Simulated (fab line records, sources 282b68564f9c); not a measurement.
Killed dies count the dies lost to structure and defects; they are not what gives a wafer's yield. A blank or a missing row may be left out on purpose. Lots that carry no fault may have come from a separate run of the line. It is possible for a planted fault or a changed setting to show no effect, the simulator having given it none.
Split-lot experiment :: flow rit_cmos :: on a route of 202 steps: 5 lots, 23 wafers read

THE SPLIT
At RIT_PWELL_IMPLANT_08, the setting energy_kev was moved away from the recipe's 170 on 6 of the 23 wafers read, by +2.1% to +3.7%. All remaining wafers had this setting at the recipe value.

The reading comes from the split's own step.

THE READING
In nm, at RIT_PWELL_IMPLANT_08: implant.drp_nm, which is the simulator's own figure and was read by no gauge. The file does not state a usual value for it.

wafer: L074.1
tool, chamber at the split: implanter-03, 0
energy_kev as run: 173.6
against the recipe: +2.1%
implant.drp_nm, nm: 103.5
against lot-mates on the recipe: +0.6

wafer: L074.2
tool, chamber at the split: implanter-03, 0
energy_kev as run: 173.6
against the recipe: +2.1%
implant.drp_nm, nm: 103.5
against lot-mates on the recipe: +0.6

wafer: L074.3
tool, chamber at the split: implanter-03, 0
energy_kev as run: 173.6
against the recipe: +2.1%
implant.drp_nm, nm: 103.5
against lot-mates on the recipe: +0.6

wafer: L074.4
tool, chamber at the split: implanter-03, 0
energy_kev as run: 170
against the recipe: recipe
implant.drp_nm, nm: 102.9
against lot-mates on the recipe: -

wafer: L074.5
tool, chamber at the split: implanter-03, 0
energy_kev as run: 170
against the recipe: recipe
implant.drp_nm, nm: 102.9
against lot-mates on the recipe: -

wafer: L075.1
tool, chamber at the split: implanter-04, 0
energy_kev as run: 176.3
against the recipe: +3.7%
implant.drp_nm, nm: 103.9
against lot-mates on the recipe: +1.0

wafer: L075.4
tool, chamber at the split: implanter-04, 0
energy_kev as run: 176.3
against the recipe: +3.7%
implant.drp_nm, nm: 103.9
against lot-mates on the recipe: +1.0

wafer: L075.5
tool, chamber at the split: implanter-04, 0
energy_kev as run: 176.3
against the recipe: +3.7%
implant.drp_nm, nm: 103.9
against lot-mates on the recipe: +1.0

wafer: L075.2
tool, chamber at the split: implanter-04, 0
energy_kev as run: 170
against the recipe: recipe
implant.drp_nm, nm: 102.9
against lot-mates on the recipe: -

wafer: L075.3
tool, chamber at the split: implanter-04, 0
energy_kev as run: 170
against the recipe: recipe
implant.drp_nm, nm: 102.9
against lot-mates on the recipe: -

wafer: L078.1
tool, chamber at the split: implanter-03, 0
energy_kev as run: 170
against the recipe: recipe
implant.drp_nm, nm: 102.9
against lot-mates on the recipe: -

wafer: L078.4
tool, chamber at the split: implanter-03, 0
energy_kev as run: 170
against the recipe: recipe
implant.drp_nm, nm: 102.9
against lot-mates on the recipe: -

wafer: L078.6
tool, chamber at the split: implanter-03, 0
energy_kev as run: 170
against the recipe: recipe
implant.drp_nm, nm: 102.9
against lot-mates on the recipe: -

wafer: L083.1
tool, chamber at the split: implanter-03, 0
energy_kev as run: 170
against the recipe: recipe
implant.drp_nm, nm: 102.9
against lot-mates on the recipe: -

wafer: L083.3
tool, chamber at the split: implanter-03, 0
energy_kev as run: 170
against the recipe: recipe
implant.drp_nm, nm: 102.9
against lot-mates on the recipe: -

wafer: L083.4
tool, chamber at the split: implanter-03, 0
energy_kev as run: 170
against the recipe: recipe
implant.drp_nm, nm: 102.9
against lot-mates on the recipe: -

wafer: L083.5
tool, chamber at the split: implanter-03, 0
energy_kev as run: 170
against the recipe: recipe
implant.drp_nm, nm: 102.9
against lot-mates on the recipe: -

wafer: L083.6
tool, chamber at the split: implanter-03, 0
energy_kev as run: 170
against the recipe: recipe
implant.drp_nm, nm: 102.9
against lot-mates on the recipe: -

wafer: L085.1
tool, chamber at the split: implanter-01, 0
energy_kev as run: 170
against the recipe: recipe
implant.drp_nm, nm: 102.9
against lot-mates on the recipe: -

wafer: L085.2
tool, chamber at the split: implanter-01, 0
energy_kev as run: 170
against the recipe: recipe
implant.drp_nm, nm: 102.9
against lot-mates on the recipe: -

wafer: L085.4
tool, chamber at the split: implanter-01, 0
energy_kev as run: 170
against the recipe: recipe
implant.drp_nm, nm: 102.9
against lot-mates on the recipe: -

wafer: L085.5
tool, chamber at the split: implanter-01, 0
energy_kev as run: 170
against the recipe: recipe
implant.drp_nm, nm: 102.9
against lot-mates on the recipe: -

wafer: L085.6
tool, chamber at the split: implanter-01, 0
energy_kev as run: 170
against the recipe: recipe
implant.drp_nm, nm: 102.9
against lot-mates on the recipe: -

THE FIT
A straight line over all 23 wafers: implant.drp_nm changes by +0.273 nm for each +1% of energy_kev; r = +1.00; the points scatter about the line by 0.0093 nm.
The same after taking each lot's own level away (the mean of its wafers on the recipe; 23 wafers): +0.273 nm for each +1%; r = +1.00; scatter 0.0093 nm.
According to that fit, moving energy_kev by its largest amount changes the reading by 1 nm.
The lots' own levels span 102.90 to 102.90 nm.
The two slopes agree, so the slope changes little with the lot-to-lot level.
Check: for one of the wafers moved furthest among these (+3.7%), held out of the fit, the line's prediction against its lot-mates is +1.02 nm. Against them it came out at +1 nm.

OTHER SPLITS ON THESE WAFERS
These wafers also went through other splits before the reading. Each is held against what the fit with the lots' levels taken away leaves over:
other split on the same wafers: RIT_ACTIVE_COAT_06 resist_thk_nm
wafers away from the commonest value: 11
r with implant.drp_nm (lot level and that fit taken away): -0.17

other split on the same wafers: RIT_ACTIVE_STRIP_14 pressure_mtorr
wafers away from the commonest value: 15
r with implant.drp_nm (lot level and that fit taken away): -0.04

other split on the same wafers: RIT_FOX1_OXIDATION_00 temp_c
wafers away from the commonest value: 15
r with implant.drp_nm (lot level and that fit taken away): -0.67

other split on the same wafers: RIT_NWELL_COAT_01 spin_rpm
wafers away from the commonest value: 10
r with implant.drp_nm (lot level and that fit taken away): -0.39

other split on the same wafers: RIT_NWELL_DEVELOP_05 develop_time_s
wafers away from the commonest value: 8
r with implant.drp_nm (lot level and that fit taken away): +0.35

other split on the same wafers: RIT_PWELL_COAT_01 resist_thk_nm
wafers away from the commonest value: 10
r with implant.drp_nm (lot level and that fit taken away): -0.09

THE WHOLE CHAIN: every reading that the file lists as answering this split, in the file's order
step: RIT_PWELL_IMPLANT_08
what it does: 
reading: implant.rp_nm (the simulator's own value, which no gauge read)
change (the file's fit): +3.7 nm for each +1% of the setting
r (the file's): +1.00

step: RIT_PWELL_IMPLANT_08
what it does: 
reading: implant.drp_nm (the simulator's own value, which no gauge read)
change (the file's fit): +0.271 nm for each +1% of the setting
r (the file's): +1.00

THE FILE'S OWN FIT
implant.drp_nm changes by +0.271 nm for each +1% of energy_kev, r = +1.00.
